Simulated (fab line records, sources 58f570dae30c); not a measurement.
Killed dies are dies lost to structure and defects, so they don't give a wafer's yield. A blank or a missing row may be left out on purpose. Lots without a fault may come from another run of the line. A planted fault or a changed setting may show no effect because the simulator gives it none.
Which tool did it? | flow berkeley_cmos170 | 13 lots, 39 wafers sampled, at 4 steps of a route of 331

WHAT THE GAUGES READ, wafer by wafer
UCB170_NWELL_THK_MEAS_05. Usual: NWELL_NITRIDE_THK 220.2 nm, standard deviation 2.8.
lot  | measured    | on            | NWELL_NITRIDE_THK (nm) | flag
L864 | day 2 10:22 | film_metro-01 | 222.5 223.2 222.6      |
L866 | day 2 18:10 | film_metro-01 | 223.9 225.0 222.5      |
L867 | day 3 04:17 | film_metro-03 | 222.7 225.3 224.5      |
L868 | day 3 08:30 | film_metro-04 | 219.5 219.1 219.3      |
L870 | day 3 21:23 | film_metro-04 | 220.1 219.8 219.1      |
L872 | day 4 02:58 | film_metro-04 | 216.5 217.8 216.9      |
L873 | day 4 02:58 | film_metro-01 | 218.1 218.0 218.0      |
L881 | day 5 19:13 | film_metro-03 | 217.7 217.4 218.8      |
L879 | day 5 19:13 | film_metro-01 | 224.0 225.3 223.8      |
L882 | day 6 05:10 | film_metro-03 | 220.9 220.6 222.2      |
L883 | day 6 05:13 | film_metro-03 | 220.5 219.2 220.6      |
L886 | day 6 17:14 | film_metro-03 | 215.5 216.1 214.7      |
L887 | day 7 00:30 | film_metro-01 | 224.6 225.1 224.4      |

UCB170_NWELL_TW_MEAS_16. Usual: NWELL_TW 1249, standard deviation 7.
lot  | measured    | on            | NWELL_TW       | flag
L864 | day 2 11:59 | film_metro-04 | 1243 1242 1247 |
L866 | day 2 20:11 | film_metro-04 | 1243 1240 1249 |
L867 | day 3 05:48 | film_metro-01 | 1245 1240 1241 |
L868 | day 3 09:48 | film_metro-01 | 1247 1249 1249 |
L870 | day 3 22:53 | film_metro-04 | 1252 1250 1254 |
L872 | day 4 04:25 | film_metro-01 | 1242 1243 1245 |
L873 | day 4 04:37 | film_metro-04 | 1258 1256 1252 |
L881 | day 5 20:37 | film_metro-01 | 1248 1244 1242 |
L879 | day 5 20:34 | film_metro-01 | 1244 1243 1243 |
L882 | day 6 07:29 | film_metro-01 | 1248 1248 1241 |
L883 | day 6 08:03 | film_metro-03 | 1252 1253 1257 |
L886 | day 6 19:08 | film_metro-01 | 1241 1245 1237 |
L887 | day 7 01:47 | film_metro-01 | 1250 1252 1256 |

UCB170_M3_OVL_MEAS_16. Usual: M3_OVL -5 nm, standard deviation 5.8.
lot  | measured     | on         | M3_OVL (nm) | flag
L864 | day 8 14:47  | overlay-02 | -14 -6 -18  |
L866 | day 8 23:46  | overlay-02 | -4 -8 -8    |
L867 | day 8 23:14  | overlay-02 | -1 -4 -2    |
L868 | day 9 06:17  | overlay-01 | 5 -2 2      |
L870 | day 9 17:02  | overlay-01 | 7 11 8      |
L872 | day 9 16:45  | overlay-02 | 2 0 -2      |
L873 | day 9 15:15  | overlay-01 | -5 -4 -4    |
L881 | day 11 07:42 | overlay-01 | -6 -8 -7    |
L879 | day 11 05:05 | overlay-02 | -6 -4 0     |
L882 | day 12 01:41 | overlay-01 | -12 -11 -9  |
L883 | day 12 00:26 | overlay-02 | -12 -15 -10 |
L886 | day 12 07:07 | overlay-02 | -6 -6 -5    |
L887 | day 12 14:31 | overlay-01 | -1 -6 -4    |

WHICH TOOL RAN EACH LOT (tool, then ch and the chambers of the sampled wafers, then the start)
lot  | UCB170_SPACER_CVD_00
L864 | pecvd-02 ch 0,1,2, day 7 00:07
L866 | pecvd-03 ch 1,2, day 7 12:04
L867 | pecvd-02 ch 0,1,2, day 7 11:53
L868 | pecvd-04 ch 0,1,2, day 7 19:33
L870 | pecvd-04 ch 0,2, day 8 03:15
L872 | pecvd-04 ch 0,1, day 8 02:33
L873 | pecvd-02 ch 0,1,2, day 8 02:58
L881 | pecvd-02 ch 0,2, day 9 14:38
L879 | pecvd-03 ch 0,1,2, day 9 15:08
L882 | pecvd-03 ch 0,2, day 10 08:56
L883 | pecvd-03 ch 1,2, day 10 09:41
L886 | pecvd-04 ch 0,1,2, day 10 20:16
L887 | pecvd-03 ch 0,1,2, day 11 03:24
- UCB170_SPACER_CVD_00: deposits SiO2 from TEOS/O2, target thk 376 nm, time 47 s.

WHAT THE TOOLS THEMSELVES READ (means of the sampled wafers that have a number; where no wafer has one, the mark that the record gives instead)
UCB170_SPACER_CVD_00. Usual: heater_power_w 243 W, standard deviation 35; run_length_s 75.1 s, standard deviation 0.65.
lot  | tool     | heater_power_w (W) | run_length_s (s) | flag
L864 | pecvd-02 | 242                | 75.1             |
L866 | pecvd-03 | 221                | 75.2             |
L867 | pecvd-02 | 237                | 75.3             |
L868 | pecvd-04 | 221                | 74.9             |
L870 | pecvd-04 | 192                | 75.3             |
L872 | pecvd-04 | 215                | 75.3             |
L873 | pecvd-02 | 255                | 75.2             |
L881 | pecvd-02 | 272                | 77.1             | OFF
L879 | pecvd-03 | 289                | 75.3             |
L882 | pecvd-03 | 249                | 74.8             |
L883 | pecvd-03 | 254                | 75.6             |
L886 | pecvd-04 | 245                | 75.2             |
L887 | pecvd-03 | 256                | 75.2             |

THE ANSWER, worked out from the rows above alone
Rule: a lot is off if the mean of its wafers that have a number lies more than 3 standard deviations from the usual mean. A lot without any number at a reading at which 4 lots or more have one is off too. The other lots that the step has rows for count as sound. The gauges are gone through in route order, then the tools' own readings, and for those a lot's mean is taken as printed above. The first step at which some lot is off is used, and at that step the reading that is off furthest; a lot without a number counts as furthest.
Off: L881, at UCB170_SPACER_CVD_00 (run_length_s).
A tool fits if, at that step or a process step before it, it ran every lot that is off, and no sound lot after the first of them. One fits: pecvd-02 at UCB170_SPACER_CVD_00. Its last sound lot is L873 (day 8 02:58), its first lot that is off L881 (day 9 14:38): a fault that began between those two fits.
The tool's own readings at UCB170_SPACER_CVD_00 bear it out: on the lots that are off they differ by more than 5 times the standard deviation of the sound lots' means. run_length_s reads 77.1 s there against 75.2 s on the sound lots.

WHAT THE SIMULATOR HAD PUT IN
Process parameter drift: pecvd-02, from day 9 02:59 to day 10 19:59, at UCB170_SPACER_CVD_00. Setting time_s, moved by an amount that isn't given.
Lots struck among those shown: L881. The rule above found the same.
